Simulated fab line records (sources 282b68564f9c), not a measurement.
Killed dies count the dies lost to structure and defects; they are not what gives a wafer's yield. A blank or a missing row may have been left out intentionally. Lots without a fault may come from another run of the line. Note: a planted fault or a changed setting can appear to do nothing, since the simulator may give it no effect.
Check of tool commonality || flow rit-cmos || Sample size 14 lots and 42 wafers

== THE REASON FOR OPENING IT ==
RIT_SPACER_THK_MEAS_04, reading SPACER_NITRIDE_THK: flagged on 2 of 14 lots. No-fault wafers: 250.1 nm, standard deviation 2.1.
Rule: a lot is flagged when every wafer of it that has a number lies more than 4 standard deviations from that mean, or none has a number. As for the other lots, they are considered sound.

{"lot": "L843", "measured": "day 3 12:54", "on": "film-metro-03", "SPACER_NITRIDE_THK (nm), wafer by wafer": "251.9 253.7 251.4", "flag": ""}
{"lot": "L844", "measured": "day 3 17:43", "on": "film-metro-02", "SPACER_NITRIDE_THK (nm), wafer by wafer": "253.4 252.7 252.4", "flag": ""}
{"lot": "L846", "measured": "day 4 03:26", "on": "film-metro-04", "SPACER_NITRIDE_THK (nm), wafer by wafer": "251.9 250.2 250.9", "flag": ""}
{"lot": "L848", "measured": "day 4 10:35", "on": "film-metro-03", "SPACER_NITRIDE_THK (nm), wafer by wafer": "249.1 252.9 251.5", "flag": ""}
{"lot": "L849", "measured": "day 4 15:48", "on": "film-metro-04", "SPACER_NITRIDE_THK (nm), wafer by wafer": "253.0 253.8 250.4", "flag": ""}
{"lot": "L852", "measured": "day 5 09:34", "on": "film-metro-02", "SPACER_NITRIDE_THK (nm), wafer by wafer": "249.4 252.0 247.7", "flag": ""}
{"lot": "L853", "measured": "day 5 13:06", "on": "film-metro-04", "SPACER_NITRIDE_THK (nm), wafer by wafer": "248.2 247.7 248.2", "flag": ""}
{"lot": "L854", "measured": "day 5 21:01", "on": "film-metro-02", "SPACER_NITRIDE_THK (nm), wafer by wafer": "249.5 248.9 248.2", "flag": ""}
{"lot": "L855", "measured": "day 5 23:40", "on": "film-metro-02", "SPACER_NITRIDE_THK (nm), wafer by wafer": "246.6 248.8 246.7", "flag": ""}
{"lot": "L856", "measured": "day 6 03:33", "on": "film-metro-04", "SPACER_NITRIDE_THK (nm), wafer by wafer": "248.3 248.0 250.3", "flag": ""}
{"lot": "L857", "measured": "day 6 07:14", "on": "film-metro-04", "SPACER_NITRIDE_THK (nm), wafer by wafer": "249.6 250.3 250.2", "flag": ""}
{"lot": "L858", "measured": "day 6 17:30", "on": "film-metro-03", "SPACER_NITRIDE_THK (nm), wafer by wafer": "250.1 250.4 251.8", "flag": ""}
{"lot": "L861", "measured": "day 7 04:50", "on": "film-metro-02", "SPACER_NITRIDE_THK (nm), wafer by wafer": "271.2 270.5 271.8", "flag": "FLAGGED"}
{"lot": "L863", "measured": "day 7 18:02", "on": "film-metro-04", "SPACER_NITRIDE_THK (nm), wafer by wafer": "266.6 267.8 267.5", "flag": "FLAGGED"}
The numbers of the flagged lots are 269.2 nm on average: +19.1 nm against the usual, or +9 standard deviations.

== WHICH TOOL EACH LOT WENT THROUGH ==
The record holds 1 process step before the reading, out of a route of 202 steps. Each cell gives the tool, then ch followed by the chambers the sampled wafers passed through, then the start.
{"lot": "L843", "flag": "", "RIT_SPACER_CVD_03": "lpcvd-02 ch 1, day 3 10:58"}
{"lot": "L844", "flag": "", "RIT_SPACER_CVD_03": "lpcvd-01 ch 1, day 3 15:48"}
{"lot": "L846", "flag": "", "RIT_SPACER_CVD_03": "lpcvd-01 ch 0, day 4 01:31"}
{"lot": "L848", "flag": "", "RIT_SPACER_CVD_03": "lpcvd-01 ch 1, day 4 08:39"}
{"lot": "L849", "flag": "", "RIT_SPACER_CVD_03": "lpcvd-01 ch 0, day 4 13:52"}
{"lot": "L852", "flag": "", "RIT_SPACER_CVD_03": "lpcvd-01 ch 1, day 5 07:39"}
{"lot": "L853", "flag": "", "RIT_SPACER_CVD_03": "lpcvd-01 ch 1, day 5 11:11"}
{"lot": "L854", "flag": "", "RIT_SPACER_CVD_03": "lpcvd-01 ch 1, day 5 19:05"}
{"lot": "L855", "flag": "", "RIT_SPACER_CVD_03": "lpcvd-02 ch 1, day 5 21:44"}
{"lot": "L856", "flag": "", "RIT_SPACER_CVD_03": "lpcvd-01 ch 1, day 6 01:36"}
{"lot": "L857", "flag": "", "RIT_SPACER_CVD_03": "lpcvd-01 ch 0, day 6 05:20"}
{"lot": "L858", "flag": "", "RIT_SPACER_CVD_03": "lpcvd-02 ch 0, day 6 15:35"}
{"lot": "L861", "flag": "FLAGGED", "RIT_SPACER_CVD_03": "lpcvd-02 ch 0, day 7 02:53"}
{"lot": "L863", "flag": "FLAGGED", "RIT_SPACER_CVD_03": "lpcvd-02 ch 0, day 7 16:05"}
These steps, and what they do:
- RIT_SPACER_CVD_03: deposits Si3N4 from SiH2Cl2/NH3, target thk 250 nm, time 3300 s.
- RIT_SPACER_THK_MEAS_04

== FLAGGED AGAINST TOTAL, ONE TOOL AT A TIME (gauges that did the reading follow at the end) ==
{"step": "RIT_SPACER_CVD_03", "tool": "lpcvd-01", "lots run": 9, "flagged": 0, "share of the flagged lots": "none", "sound lots run after its first flagged lot": "-"}
{"step": "RIT_SPACER_CVD_03", "tool": "lpcvd-02", "lots run": 5, "flagged": 2, "share of the flagged lots": "all", "sound lots run after its first flagged lot": 0}
{"step": "RIT_SPACER_THK_MEAS_04", "tool": "film-metro-02", "lots run": 5, "flagged": 1, "share of the flagged lots": "some", "sound lots run after its first flagged lot": 0}
{"step": "RIT_SPACER_THK_MEAS_04", "tool": "film-metro-03", "lots run": 3, "flagged": 0, "share of the flagged lots": "none", "sound lots run after its first flagged lot": "-"}
{"step": "RIT_SPACER_THK_MEAS_04", "tool": "film-metro-04", "lots run": 6, "flagged": 1, "share of the flagged lots": "some", "sound lots run after its first flagged lot": 0}

== WHAT THE TABLE PERMITS ==
In the table, 1 row covers all flagged lots: lpcvd-02 at RIT_SPACER_CVD_03.
- lpcvd-02 at RIT_SPACER_CVD_03: 2 of its 5 lots flagged. A fault beginning between L858 (day 6 15:35), its last sound lot, and L861 (day 7 02:53), its first flagged one, fits the data.
lpcvd-02 at RIT_SPACER_CVD_03 is the single tool remaining.

== WHAT THE SIMULATOR HAD PUT IN ==
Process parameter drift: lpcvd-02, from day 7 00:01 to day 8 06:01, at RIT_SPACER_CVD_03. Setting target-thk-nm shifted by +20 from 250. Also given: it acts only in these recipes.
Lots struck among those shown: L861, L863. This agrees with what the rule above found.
